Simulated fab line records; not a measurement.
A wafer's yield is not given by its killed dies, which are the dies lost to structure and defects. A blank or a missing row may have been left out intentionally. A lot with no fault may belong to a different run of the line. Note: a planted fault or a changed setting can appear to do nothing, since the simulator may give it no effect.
Which tool was responsible? || flow berkeley_cmos170 || 14 lots with 42 wafers sampled at 3 steps, on a route of 331 steps

== WHAT THE GAUGES READ, wafer by wafer ==
UCB170_M2_RS_MEAS_02: measurement is done with a four-point probe.
{"lot": "L815", "measured": "day 8 22:25", "on": "film_metro-02", "M2_AL_RS (ohm/sq)": "0.0320 0.0317 0.0318"}
{"lot": "L816", "measured": "day 8 20:17", "on": "film_metro-02", "M2_AL_RS (ohm/sq)": "0.0321 0.0321 0.0322"}
{"lot": "L817", "measured": "day 9 12:46", "on": "film_metro-01", "M2_AL_RS (ohm/sq)": "0.0317 0.0320 0.0320"}
{"lot": "L818", "measured": "day 9 07:08", "on": "film_metro-02", "M2_AL_RS (ohm/sq)": "0.0324 0.0323 0.0324"}
{"lot": "L819", "measured": "day 9 05:43", "on": "film_metro-01", "M2_AL_RS (ohm/sq)": "0.0319 0.0318 0.0321"}
{"lot": "L821", "measured": "day 9 13:21", "on": "film_metro-02", "M2_AL_RS (ohm/sq)": "0.0326 0.0325 0.0325"}
{"lot": "L824", "measured": "day 10 08:37", "on": "film_metro-02", "M2_AL_RS (ohm/sq)": "0.0325 0.0321 0.0322"}
{"lot": "L825", "measured": "day 10 14:49", "on": "film_metro-02", "M2_AL_RS (ohm/sq)": "0.0327 0.0326 0.0323"}
{"lot": "L828", "measured": "day 11 03:51", "on": "film_metro-01", "M2_AL_RS (ohm/sq)": "0.0315 0.0317 0.0320"}
{"lot": "L831", "measured": "day 12 00:10", "on": "film_metro-02", "M2_AL_RS (ohm/sq)": "0.0324 0.0325 0.0324"}
{"lot": "L832", "measured": "day 12 19:56", "on": "film_metro-03", "M2_AL_RS (ohm/sq)": "0.0321 0.0321 0.0319"}
{"lot": "L834", "measured": "day 12 15:01", "on": "film_metro-03", "M2_AL_RS (ohm/sq)": "0.0327 0.0328 0.0329"}
{"lot": "L836", "measured": "day 13 04:04", "on": "film_metro-02", "M2_AL_RS (ohm/sq)": "0.0323 0.0321 0.0327"}
{"lot": "L837", "measured": "day 13 03:59", "on": "film_metro-03", "M2_AL_RS (ohm/sq)": "0.0319 0.0321 0.0321"}

== EACH LOT AND THE TOOL THAT RAN IT (in order: tool; ch and the chambers of the sampled wafers; start) ==
{"lot": "L815", "UCB170_ZERO_ETCH_06": "rie_diel-04 ch 0,1,3, day 2 03:01", "UCB170_GATE_DEVELOP_11": "litho_track-03 ch 0, day 7 12:00"}
{"lot": "L816", "UCB170_ZERO_ETCH_06": "rie_diel-02 ch 0,3, day 2 03:14", "UCB170_GATE_DEVELOP_11": "litho_track-02 ch 0, day 7 11:00"}
{"lot": "L817", "UCB170_ZERO_ETCH_06": "rie_diel-02 ch 1,3, day 2 10:13", "UCB170_GATE_DEVELOP_11": "litho_track-02 ch 0, day 7 21:00"}
{"lot": "L818", "UCB170_ZERO_ETCH_06": "rie_diel-01 ch 2,3, day 2 10:29", "UCB170_GATE_DEVELOP_11": "litho_track-03 ch 0, day 7 21:00"}
{"lot": "L819", "UCB170_ZERO_ETCH_06": "rie_diel-01 ch 1,2,3, day 2 19:03", "UCB170_GATE_DEVELOP_11": "litho_track-01 ch 0, day 7 21:00"}
{"lot": "L821", "UCB170_ZERO_ETCH_06": "rie_diel-04 ch 2,3, day 3 05:11", "UCB170_GATE_DEVELOP_11": "litho_track-01 ch 0, day 8 04:00"}
{"lot": "L824", "UCB170_ZERO_ETCH_06": "rie_diel-01 ch 1,2, day 3 21:23", "UCB170_GATE_DEVELOP_11": "litho_track-03 ch 0, day 8 21:00"}
{"lot": "L825", "UCB170_ZERO_ETCH_06": "rie_diel-02 ch 0,2,3, day 3 21:23", "UCB170_GATE_DEVELOP_11": "litho_track-01 ch 0, day 9 09:00"}
{"lot": "L828", "UCB170_ZERO_ETCH_06": "rie_diel-02 ch 0,1,3, day 4 13:50", "UCB170_GATE_DEVELOP_11": "litho_track-01 ch 0, day 9 14:00"}
{"lot": "L831", "UCB170_ZERO_ETCH_06": "rie_diel-02 ch 0,2,3, day 5 06:32", "UCB170_GATE_DEVELOP_11": "litho_track-02 ch 0, day 10 13:00"}
{"lot": "L832", "UCB170_ZERO_ETCH_06": "rie_diel-04 ch 2,3, day 5 12:40", "UCB170_GATE_DEVELOP_11": "litho_track-02 ch 0, day 11 03:00"}
{"lot": "L834", "UCB170_ZERO_ETCH_06": "rie_diel-01 ch 2,3, day 5 15:05", "UCB170_GATE_DEVELOP_11": "litho_track-03 ch 0, day 11 03:00"}
{"lot": "L836", "UCB170_ZERO_ETCH_06": "rie_diel-02 ch 1,2,3, day 6 03:10", "UCB170_GATE_DEVELOP_11": "litho_track-03 ch 0, day 11 19:00"}
{"lot": "L837", "UCB170_ZERO_ETCH_06": "rie_diel-04 ch 0,2,3, day 6 12:43", "UCB170_GATE_DEVELOP_11": "litho_track-02 ch 0, day 11 19:00"}
- UCB170_ZERO_ETCH_06: etches SiO2 in CHF3/CF4/Ar, time 12 s.
- UCB170_GATE_DEVELOP_11: develop time 45 s.

== AS READ BY THE TOOLS THEMSELVES (means over the sampled wafers that have a number; for cases with no such wafer, the mark the record gives instead) ==
UCB170_ZERO_ETCH_06.
{"lot": "L815", "tool": "rie_diel-04", "chamber_pressure_mTorr (mTorr)": 99.97, "drypump_motor_current_A (A)": 5.8, "oes_product_au (a.u.)": 0.616, "throttle_valve_pct (%)": 9.20}
{"lot": "L816", "tool": "rie_diel-02", "chamber_pressure_mTorr (mTorr)": 100.03, "drypump_motor_current_A (A)": 6.0, "oes_product_au (a.u.)": 0.621, "throttle_valve_pct (%)": 9.28}
{"lot": "L817", "tool": "rie_diel-02", "chamber_pressure_mTorr (mTorr)": 99.98, "drypump_motor_current_A (A)": 6.3, "oes_product_au (a.u.)": 0.620, "throttle_valve_pct (%)": 9.16}
{"lot": "L818", "tool": "rie_diel-01", "chamber_pressure_mTorr (mTorr)": 99.95, "drypump_motor_current_A (A)": 5.4, "oes_product_au (a.u.)": 0.610, "throttle_valve_pct (%)": 9.22}
{"lot": "L819", "tool": "rie_diel-01", "chamber_pressure_mTorr (mTorr)": 99.89, "drypump_motor_current_A (A)": 5.6, "oes_product_au (a.u.)": 0.615, "throttle_valve_pct (%)": 9.17}
{"lot": "L821", "tool": "rie_diel-04", "chamber_pressure_mTorr (mTorr)": 100.03, "drypump_motor_current_A (A)": 6.3, "oes_product_au (a.u.)": 0.613, "throttle_valve_pct (%)": 9.21}
{"lot": "L824", "tool": "rie_diel-01", "chamber_pressure_mTorr (mTorr)": 100.00, "drypump_motor_current_A (A)": 5.8, "oes_product_au (a.u.)": 0.611, "throttle_valve_pct (%)": 9.18}
{"lot": "L825", "tool": "rie_diel-02", "chamber_pressure_mTorr (mTorr)": 99.97, "drypump_motor_current_A (A)": 6.0, "oes_product_au (a.u.)": 0.617, "throttle_valve_pct (%)": 9.33}
{"lot": "L828", "tool": "rie_diel-02", "chamber_pressure_mTorr (mTorr)": 100.07, "drypump_motor_current_A (A)": 6.2, "oes_product_au (a.u.)": 0.621, "throttle_valve_pct (%)": 9.23}
{"lot": "L831", "tool": "rie_diel-02", "chamber_pressure_mTorr (mTorr)": 99.98, "drypump_motor_current_A (A)": 6.0, "oes_product_au (a.u.)": 0.618, "throttle_valve_pct (%)": 9.33}
{"lot": "L832", "tool": "rie_diel-04", "chamber_pressure_mTorr (mTorr)": 100.00, "drypump_motor_current_A (A)": 6.0, "oes_product_au (a.u.)": 0.618, "throttle_valve_pct (%)": 9.18}
{"lot": "L834", "tool": "rie_diel-01", "chamber_pressure_mTorr (mTorr)": 100.05, "drypump_motor_current_A (A)": 5.4, "oes_product_au (a.u.)": 0.603, "throttle_valve_pct (%)": 9.22}
{"lot": "L836", "tool": "rie_diel-02", "chamber_pressure_mTorr (mTorr)": 99.99, "drypump_motor_current_A (A)": 6.1, "oes_product_au (a.u.)": 0.614, "throttle_valve_pct (%)": 9.27}
{"lot": "L837", "tool": "rie_diel-04", "chamber_pressure_mTorr (mTorr)": 100.05, "drypump_motor_current_A (A)": 5.9, "oes_product_au (a.u.)": 0.620, "throttle_valve_pct (%)": 9.19}

UCB170_GATE_DEVELOP_11.
{"lot": "L815", "tool": "litho_track-03", "developer_temp_C (C)": 21.10}
{"lot": "L816", "tool": "litho_track-02", "developer_temp_C (C)": 20.92}
{"lot": "L817", "tool": "litho_track-02", "developer_temp_C (C)": 21.05}
{"lot": "L818", "tool": "litho_track-03", "developer_temp_C (C)": 20.96}
{"lot": "L819", "tool": "litho_track-01", "developer_temp_C (C)": 20.93}
{"lot": "L821", "tool": "litho_track-01", "developer_temp_C (C)": 20.92}
{"lot": "L824", "tool": "litho_track-03", "developer_temp_C (C)": 21.04}
{"lot": "L825", "tool": "litho_track-01", "developer_temp_C (C)": 18.99}
{"lot": "L828", "tool": "litho_track-01", "developer_temp_C (C)": 18.85}
{"lot": "L831", "tool": "litho_track-02", "developer_temp_C (C)": 21.14}
{"lot": "L832", "tool": "litho_track-02", "developer_temp_C (C)": 21.01}
{"lot": "L834", "tool": "litho_track-03", "developer_temp_C (C)": 20.93}
{"lot": "L836", "tool": "litho_track-03", "developer_temp_C (C)": 20.99}
{"lot": "L837", "tool": "litho_track-02", "developer_temp_C (C)": 20.98}

== THE ANSWER, worked out from the rows above alone ==
Rule: usual is defined by the lots themselves. Put in order of their means at a reading, lots are off if they are a third of the lots or fewer, leave a main group of 4 or more, and stand apart from it by a gap of 3 or more times the standard deviation of the main group's means; of several such gaps the widest counts. A main group whose means are all the same, to the digits that the tables above print for the reading, isn't used. Also off: a lot with no number at a reading for which 4 or more lots have one. Any other lot the step has rows for is counted as sound. Order of review: gauges by route order, followed by the tools' own readings, for which a lot's mean as printed above is used. The first step at which some lot is off is used, and at that step the reading that is off furthest; a lot without a number counts as furthest.
Off: L825, L828, at UCB170_GATE_DEVELOP_11 (developer_temp_C). Mean 21.00 C and standard deviation 0.07 in the main group.
If a tool, at that step or one of the process steps before it, ran each lot that is off and ran no sound lot following the first of them, it fits. One fits: UCB170_GATE_DEVELOP_11 on litho_track-01. A fault onset in the window from L821 (day 8 04:00, its last sound lot) to L825 (day 9 09:00, its first lot off) fits.
The tool's own readings at UCB170_GATE_DEVELOP_11 bear it out: on the lots that are off they differ by more than 5 times the standard deviation of the sound lots' means. developer_temp_C reads 18.92 C there against 21.00 C on the sound lots.

== WHAT THE SIMULATOR HAD INSERTED ==
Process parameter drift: litho_track-01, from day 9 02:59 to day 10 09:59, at UCB170_GATE_DEVELOP_11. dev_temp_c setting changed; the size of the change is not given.
Shown lots that were struck: L825, L828. Same finding as the rule above.
